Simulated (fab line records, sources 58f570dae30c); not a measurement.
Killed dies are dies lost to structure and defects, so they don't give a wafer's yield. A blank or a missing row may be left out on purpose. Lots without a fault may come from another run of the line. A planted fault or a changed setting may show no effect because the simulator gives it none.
fab line records | flow berkeley_cmos170
record lots=6 wafers=18 last_day=12
route steps=331 shown CONTACT@222
lots that met no fault: from a run of the same line without faults
start_h: hours from the record's first day to the start of the lot's first wafer shown | wait_h: hours since the lot's step before | " the same as in the row above | L1.1+2: a row that stands for several wafers | - no value, or no start given | * or withheld: withheld | < > ~ a bound
route shown NAME@n: a module of which the file shows steps, and the number in the route of the first | usual: mean/standard deviation of fault-free wafers | same: alike in all rows | chamber/n: place in a boat | sites: the reading at each site | _std_site: their standard deviation | _edge_site: outer sites' mean less inner sites' | radius_mm: how far each site lies from the wafer's centre | mask NAME#n: copy n | behind: the tool/chamber that last shaped the wafer | hold: why the lot was held/for how many hours/how that ended | device: the transistor (n, p or np) that didn't switch | end of line: the same wafers' tests at the end of the route | a step without rows: its recipe alone | killed: dies lost to structure and defects at the first sort, not the wafer's yield | map: a wafer's dies, x killed, . not, _ none there
set.NAME: the setting as run; set.NAME@STEP: as run at that earlier step | model.NAME: the simulator's own value behind a step, which no gauge read
lots at some steps of the route; a table a step, a row a wafer
services: from which hour (start_h, from the record's first day; less than 0 if before it) a tool's chamber was out of use, for how many hours, and why
## steps
# step UCB170_CONTACT_STRIP_06
# recipe chemistry=O2 power_w=400 pressure_mtorr=3500 platen_temp_c=withheld o2_flow_sccm=400 overash_fraction=0.5
# usual drypump_motor_current_A=5.7/0.49 oes_product_au=0.735/0.0046 strip_time_to_endpoint_s=21.94/0.061
# columns lot.wafer tool chamber start_h wait_h drypump_motor_current_A oes_product_au rf_hours_counter_h strip_time_to_endpoint_s
L380.1 plasma_asher-03 0 142.06 0.1 5.7 0.727 44 21.86
L380.4 " 0 " " 5.7 0.740 - 21.94
L380.6 " 0 " " 5.6 0.737 - 21.88
L388.1 plasma_asher-01 1 193.04 0.1 5.9 0.738 39 21.95
L388.2 " 0 " " 6.6 0.724 39 22.00
L388.5 " 1 " " 5.9 0.740 - 22.00
L385.1 plasma_asher-04 1 193.23 0.1 5.1 0.735 7 21.94
L385.2 " 0 " " 5.2 0.731 7 22.00
L385.3 " 1 " " 5.1 0.743 - 22.00
L392.1 plasma_asher-01 1 224.96 0.1 5.9 0.732 43 21.95
L392.3 " 1 " " 5.9 0.731 - 21.89
L392.6 " 0 " " 6.6 0.738 - 21.89
L400.1 plasma_asher-04 0 260.61 0.1 5.2 0.738 16 21.91
L400.3 " 1 " " 5.1 0.739 - 21.90
L400.4 " 0 " " 5.2 0.730 - 21.93
L401.1 plasma_asher-03 0 260.73 0.1 5.7 0.731 56 21.91
L401.3 " 0 " " 5.7 0.733 - 21.91
L401.6 " 1 " " 5.8 0.734 - 21.85
# step UCB170_CONTACT_CLEAN_07
# recipe chemistry=SPM temp_c=120 time_s=600
# step UCB170_CONTACT_RTA_08
# recipe temp_c=900 time_s=10 ambient=N2
# usual chamber_o2_ppm=2.006/0.021 lamp_power_pct=24.7/0.91 wafer_temp_C_max=903.9/0.92
# columns lot.wafer tool chamber start_h wait_h chamber_o2_ppm lamp_power_pct wafer_temp_C_max
L380.1 rtp_anneal-01 0 142.39 0.0 2.012 23.5 903.9
L380.4 " 0 " " 1.990 23.6 905.0
L380.6 " 0 " " 2.020 23.5 904.7
L388.1 rtp_anneal-02 0 193.59 0.0 2.033 25.5 903.6
L388.2 " 0 " " 2.021 25.4 904.1
L388.5 " 0 " " 2.036 25.4 903.4
L385.1 rtp_anneal-02 0 193.66 0.1 1.986 25.4 903.1
L385.2 " 0 " " 1.999 25.4 902.7
L385.3 " 0 " " 1.994 25.4 904.6
L392.1 rtp_anneal-02 0 225.32 0.1 1.995 25.4 903.4
L392.3 " 0 " " 2.019 25.4 902.9
L392.6 " 0 " " 2.009 25.4 902.6
L400.1 rtp_anneal-01 0 260.88 0.0 1.996 23.5 904.2
L400.3 " 0 " " 2.021 23.5 904.6
L400.4 " 0 " " 1.977 23.6 903.8
L401.1 rtp_anneal-02 0 261.06 0.0 2.000 25.4 903.6
L401.3 " 0 " " 1.966 25.5 902.8
L401.6 " 0 " " 2.014 25.4 903.1
# step UCB170_CONTACT_COAT_09
# recipe resist=BARC temp_c=withheld time_s=withheld spin_rpm=3000 resist_thk_nm=withheld
# step UCB170_CONTACT_COAT_10
# recipe resist=KrF spin_rpm=1500 resist_thk_nm=900
# step UCB170_CONTACT_SOFTBAKE_11
# recipe resist=KrF temp_c=130 time_s=60
# step UCB170_CONTACT_EXPOSE_12
# recipe mask_id=CONT target_cd_nm=700 na=0.5 sigma_outer=0.6 source_shape=conventional dose_mj=35
# step UCB170_CONTACT_PEB_13
# recipe peb_temp_c=130 peb_time_s=withheld resist=KrF
# step UCB170_CONTACT_DEVELOP_14
# recipe developer=TMAH develop_time_s=45 resist=KrF dev_temp_c=21
# step UCB170_CONTACT_CD_MEAS_15
# recipe target_cd_nm=700
# usual cd_nm=700.2/1.5
# columns lot.wafer tool chamber start_h wait_h cd_nm
L380.1 cd_sem-02 - 143.63 - 701.8
L380.4 " - " " 700.7
L380.6 " - " " 702.0
L388.1 cd_sem-02 - 194.62 - 700.4
L388.2 " - " " 700.2
L388.5 " - " " 699.8
L385.1 cd_sem-02 - 194.90 - 698.8
L385.2 " - " " 700.6
L385.3 " - " " 699.5
L392.1 cd_sem-02 - 226.53 - 703.9
L392.3 " - " " 704.9
L392.6 " - " " 704.8
L400.1 cd_sem-01 - 262.56 - 702.7
L400.3 " - " " 701.5
L400.4 " - " " 703.4
L401.1 cd_sem-02 - 262.78 - 697.9
L401.3 " - " " 698.0
L401.6 " - " " 698.3
# step UCB170_CONTACT_OVL_MEAS_16
# usual CONTACT_OVL=-2/5.2
# columns lot.wafer tool chamber start_h wait_h CONTACT_OVL[nm]
L380.1 overlay-01 - 143.75 0.1 1
L380.4 " - " " 3
L380.6 " - " " 5
L388.1 overlay-01 - 194.74 0.1 -3
L388.2 " - " " -4
L388.5 " - " " -6
L385.1 overlay-01 - 195.02 0.1 -15
L385.2 " - " " -5
L385.3 " - " " -10
L392.1 overlay-01 - 226.65 0.1 -4
L392.3 " - " " -2
L392.6 " - " " -1
L400.1 overlay-02 - 262.68 0.1 1
L400.3 " - " " -2
L400.4 " - " " -1
L401.1 overlay-02 - 262.90 0.1 -8
L401.3 " - " " -10
L401.6 " - " " -7
# step UCB170_CONTACT_ETCH_17
# recipe chemistry=N2/H2 target_depth_a=withheld overetch_a=withheld target=BARC time_s=withheld source_w=500 bias_w=100 pressure_mtorr=30 n2_flow_sccm=100 h2_flow_sccm=200
# usual drypump_motor_current_A=5.6/0.39 oes_product_au=0.995/0.029 throttle_valve_pct=13.29/0.2
# columns lot.wafer tool chamber start_h wait_h drypump_motor_current_A oes_product_au throttle_valve_pct
L380.1 rie_diel-02 0 143.79 0.0 5.2 0.968 13.28
L380.4 " 1 " " 5.4 0.963 13.34
L380.6 " 2 " " 6.1 1.035 13.33
L388.1 rie_diel-02 3 194.78 0.0 5.8 1.032 13.21
L388.2 " 1 " " 5.4 0.967 13.32
L388.5 " 3 " " 5.9 1.022 13.19
L385.1 rie_diel-02 2 195.06 0.0 6.1 1.019 13.32
L385.2 " 1 " " 5.4 0.964 13.35
L385.3 " 0 " " 5.2 0.952 13.28
L392.1 rie_diel-04 0 226.68 0.0 6.0 0.961 13.36
L392.3 " 1 " " 4.9 0.998 13.37
L392.6 " 1 " " 4.9 0.997 13.38
L400.1 rie_diel-04 2 262.71 0.0 5.8 1.039 13.27
L400.3 " 3 " " 5.5 0.994 12.78
L400.4 " 0 " " 6.0 0.978 13.37
L401.1 rie_diel-03 1 262.94 0.0 5.4 1.045 13.20
L401.3 " 2 " " 5.5 1.001 13.64
L401.6 " 1 " " 5.4 1.040 13.20
# step UCB170_CONTACT_ETCH_18
# recipe chemistry=CHF3/CF4/Ar target=PSG stop_on=TiSi2 CHF3_flow_sccm=45 cf4_flow_sccm=15 Ar_flow_sccm=150 pressure_mtorr=200 rf_w=700 target_depth_a=8400 over_etch_frac=0.2 time_s=195
# usual drypump_motor_current_A=5.6/0.39 oes_product_au=0.887/0.017 run_length_s=223.39/0.29 throttle_valve_pct=6.91/0.1
# columns lot.wafer tool chamber start_h wait_h drypump_motor_current_A oes_product_au rf_hours_counter_h run_length_s throttle_valve_pct model.KrF_of_CONTACT_COAT_10.thk_nm model.CONTACT.feature_depth_nm model.etch.depth_nm
L380.1 rie_diel-02 0 143 - 5.2 0.862 76 223.40 6.94 692.3 698.7 698.7
L380.4 " 1 " " 5.4 0.875 103 223.36 6.90 693.1 694.1 694.1
L380.6 " 2 " " 6.1 0.904 - 223.28 6.84 685 702.8 702.8
L388.1 rie_diel-02 3 194 - 5.8 1.012 87 183.86 6.91 734 664.2 664.2
L388.2 " 1 " " 5.4 0.957 105 183.55 6.90 739.9 648.5 648.5
L388.5 " 3 " " 5.9 1.022 - 183.09 6.92 735.6 665.9 665.9
L385.1 rie_diel-02 2 195 - 6.2 1.022 149 183.26 6.83 731.9 675.3 675.3
L385.2 " 1 " " 5.4 0.943 105 183.75 6.91 735.5 649.2 649.2
L385.3 " 0 " " 5.2 0.964 78 183.41 6.95 733.4 662.2 662.2
L392.1 rie_diel-04 0 226 - 6.1 0.885 21 223.71 6.91 691.4 691.2 691.2
L392.3 " 1 " " 4.9 0.864 1 223.31 6.93 683.3 687 687
L392.6 " 1 " " 4.9 0.855 - 223.15 6.94 684.6 681.2 681.2
L400.1 rie_diel-04 2 262 - 5.8 0.902 49 223.90 6.98 683 699.5 699.5
L400.3 " 3 " " 5.4 0.888 17 223.26 6.71 681.8 703.5 703.5
L400.4 " 0 " " 6.1 0.876 23 223.57 6.94 684.8 698 698
L401.1 rie_diel-03 1 262 - 5.4 0.910 16 223.36 6.74 689.8 694.2 694.2
L401.3 " 2 " " 5.5 0.893 8 223.05 7.12 693.2 707.8 707.8
L401.6 " 1 263 - 5.4 0.922 - 223.84 6.76 693.1 700.8 700.8
# step UCB170_CONTACT_STRIP_19
# recipe chemistry=O2 power_w=400 pressure_mtorr=3500 platen_temp_c=withheld o2_flow_sccm=400 overash_fraction=0.5
# usual drypump_motor_current_A=5.6/0.51 oes_product_au=0.726/0.0042
# columns lot.wafer tool chamber start_h wait_h drypump_motor_current_A oes_product_au rf_hours_counter_h
L380.1 plasma_asher-01 1 143.95 - 5.9 0.721 35
L380.4 " 0 " " 6.6 0.724 -
L380.6 " 0 " " 6.6 0.720 -
L388.1 plasma_asher-04 0 194.95 - 5.2 0.721 7
L388.2 " 1 " " 5.1 0.724 7
L388.5 " 1 " " 5.1 0.727 -
L385.1 plasma_asher-04 0 195.22 - 5.2 0.730 8
L385.2 " 1 " " 5.1 0.732 8
L385.3 " 1 " " 5.1 0.730 -
L392.1 plasma_asher-03 1 226.85 - 5.9 0.728 52
L392.3 " 1 " " 5.8 0.722 -
L392.6 " 1 " " 5.9 0.722 -
L400.1 plasma_asher-01 0 262.88 - 6.6 0.725 44
L400.3 " 0 " " 6.6 0.725 -
L400.4 " 1 " " 5.9 0.715 -
L401.1 plasma_asher-04 0 263.10 - 5.2 0.724 16
L401.3 " 1 " " 5.1 0.721 -
L401.6 " 1 " " 5.1 0.718 -
## services
# columns tool chamber start_h hours kind
rtp_anneal-01 - 118.40 1.1 pm
rie_diel-04 0 134.18 4.5 repair
rie_diel-03 0 143.74 3.4 repair
rie_diel-03 - 160.25 2.2 repair
rtp_anneal-01 - 177.97 8.5 pm
rie_diel-02 2 196.61 - clean
rie_diel-02 2 196.61 15.1 scheduled_down
rie_diel-02 2 196.61 15.1 vent_cycle
rie_diel-04 1 198.98 - clean
rie_diel-04 1 198.98 18.0 scheduled_down
rie_diel-04 1 198.98 18.0 vent_cycle
rie_diel-03 0 210.64 10.1 repair
rie_diel-03 3 212.10 8.1 repair
plasma_asher-01 - 212.80 1.1 repair
rie_diel-03 3 220.74 - clean
rie_diel-03 3 220.74 20.8 scheduled_down
rie_diel-03 3 220.74 20.8 vent_cycle
rtp_anneal-01 - 223.02 5.7 pm
plasma_asher-01 - 228.35 28.1 pm
rie_diel-04 3 229.16 6.1 repair
plasma_asher-03 - 235.74 4.2 pm
## key
first_sign step=UCB170_CONTACT_ETCH_18 reading=run_length_s direction=down sigmas=99+ usual=* struck=*
effect step=UCB170_CONTACT_ETCH_18 reading=oes_product_au direction=up sigmas=5.8 usual=0.887 struck=0.987
model_effect step=UCB170_CONTACT_ETCH_18 value=KrF_of_CONTACT_COAT_10.thk_nm without=695.9 struck=735.1
met_at UCB170_CONTACT_ETCH_18
struck_wafers L385.1,L385.2,L385.3,L388.1,L388.2,L388.5
later_rows_left_out L385.1,L388.1,L388.2,L388.5
sort_left_out L385.1,L385.2,L385.3,L388.1,L388.2,L388.5
tester_left_out L385,L388
onset_between 143 194
fault kind=process_parameter_drift tool=rie_diel-02 chamber=- onset_h=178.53 steps=UCB170_CONTACT_ETCH_18 channel=time_s offset=* shape=step end_h=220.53 acts_in=* stated=*
# tester_left_out: of these lots the tester's yield and bins aren't shown, on N5 and GAA mostly nor the transistor test; their killed dies are dies lost to structure and defects alone, not to doping, threshold or leakage, so they don't give the yield
# sort_left_out: the simulated sort isn't trusted on such a fault, so these wafers' sort isn't shown, and their yield isn't known
# later_rows_left_out: the simulator's readings of these wafers behind a module that went badly wrong aren't trusted and aren't shown, but for the sort
